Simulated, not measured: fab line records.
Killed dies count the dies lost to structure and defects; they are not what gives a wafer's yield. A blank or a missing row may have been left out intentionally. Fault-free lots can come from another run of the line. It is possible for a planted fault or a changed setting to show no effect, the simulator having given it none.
Which tool did it?	flow ritCmos	15 lots, 45 wafers sampled, at 2 steps of a route of 202

WHAT THE GAUGES SHOWED, per wafer
No reading from a measuring or inspecting step in the record can be judged against a usual standard deviation.

EACH LOT AND THE TOOL THAT RAN IT (in order: tool; ch and the chambers of the sampled wafers; start)
lot	RIT_FOX2_WET_ETCH_03	RIT_M1_PROBE_99
L501	wetBench-04 ch 1, day 1 20:36	prober-02, day 3 11:32
L502	wetBench-04 ch 0, day 2 01:49	prober-01, day 3 15:46
L503	wetBench-03 ch 2, day 2 04:38	prober-02, day 3 18:44
L504	wetBench-04 ch 1, day 2 09:34	prober-01, day 3 23:50
L506	wetBench-03 ch 2, day 2 21:42	prober-01, day 4 12:21
L507	wetBench-04 ch 2, day 3 01:35	prober-02, day 4 15:15
L508	wetBench-01 ch 0, day 3 06:34	prober-01, day 4 20:04
L512	wetBench-04 ch 2, day 4 01:26	prober-01, day 5 16:09
L513	wetBench-03 ch 2, day 4 06:26	prober-02, day 6 00:09
L515	wetBench-03 ch 2, day 4 16:57	prober-02, day 6 09:12
L516	wetBench-04 ch 3, day 4 21:56	prober-01, day 6 12:54
L518	wetBench-01 ch 3, day 5 08:12	prober-01, day 7 01:07
L522	wetBench-04 ch 2, day 6 08:16	prober-02, day 7 22:35
L523	wetBench-04 ch 2, day 6 11:08	prober-02, day 8 00:46
L524	wetBench-04 ch 3, day 6 15:42	prober-01, day 8 05:31
- RIT_FOX2_WET_ETCH_03: etches Si3N4 in H3PO4, target depth 195 nm, time 2700 s.
- RIT_M1_PROBE_99

WHAT THE TOOLS THEMSELVES READ (means of the sampled wafers that have a number; where no wafer has one, the mark that the record gives instead)
RIT_M1_PROBE_99. Usual: killed_at_M0_to_M3 0.0 (standard deviation 0.16); killedAtContacts 0.1 (standard deviation 0.24); killedAtFrontEnd 6.7 (standard deviation 2.9); killedDies 6.8 (standard deviation 2.9); killedOnRim 1.8 (standard deviation 1.3); killedOpen 3.5 (standard deviation 1.8); killedShort 3.3 (standard deviation 2.1).
lot	tool	killed_at_M0_to_M3	killedAtContacts	killedAtFrontEnd	killedDies	killedOnRim	killedOpen	killedShort	flag
L501	prober-02	0.3	0.0	8.0	8.3	2.3	2.7	5.7	
L502	prober-01	0.0	0.0	8.3	8.3	2.3	4.0	4.3	
L503	prober-02	0.0	0.0	6.3	6.3	2.3	2.0	3.7	
L504	prober-01	0.0	0.0	3.0	3.0	1.0	2.7	0.3	
L506	prober-01	0.0	0.0	6.7	6.7	2.0	4.7	2.0	
L507	prober-02	0.0	0.0	6.3	6.3	1.3	2.3	4.0	
L508	prober-01	0.0	0.0	7.7	7.7	2.7	3.3	4.3	
L512	prober-01	0.0	0.0	8.7	8.7	2.3	5.3	3.3	
L513	prober-02	0.0	0.0	6.3	6.3	1.3	3.7	2.7	
L515	prober-02	0.0	0.0	6.0	6.0	1.0	2.7	3.3	
L516	prober-01	0.0	0.0	11.3	11.3	3.0	6.3	5.0	
L518	prober-01	0.0	0.0	4.7	4.7	1.7	3.0	1.7	
L522	prober-02	0.0	0.0	28.3	28.3	10.0	4.3	4.3	OFF
L523	prober-02	0.3	0.3	27.7	28.3	8.3	3.7	3.7	OFF
L524	prober-01	0.0	0.0	33.3	33.3	1.7	2.7	2.7	OFF

THE ANSWER, worked out from the rows above alone
Rule: a lot is off if the mean of its wafers that have a number lies more than 3 standard deviations from the usual mean. Also off: a lot with no number at a reading for which 4 or more lots have one. Any other lot the step has rows for is counted as sound. After the gauges, taken in route order, come the tools' own readings; for these a lot's mean is taken, as printed above. At the first step where some lot is off, the reading lying furthest off is the one used; lots without a number count as furthest.
Off: L522, L523, L524 (RIT_M1_PROBE_99, killedAtFrontEnd).
If a tool, at that step or one of the process steps before it, ran each lot that is off and ran no sound lot following the first of them, it fits. One fits: wetBench-04 at RIT_FOX2_WET_ETCH_03. A fault onset in the window from L516 (day 4 21:56, its last sound lot) to L522 (day 6 08:16, its first lot off) fits.

WHAT THE SIMULATOR HAD PUT IN
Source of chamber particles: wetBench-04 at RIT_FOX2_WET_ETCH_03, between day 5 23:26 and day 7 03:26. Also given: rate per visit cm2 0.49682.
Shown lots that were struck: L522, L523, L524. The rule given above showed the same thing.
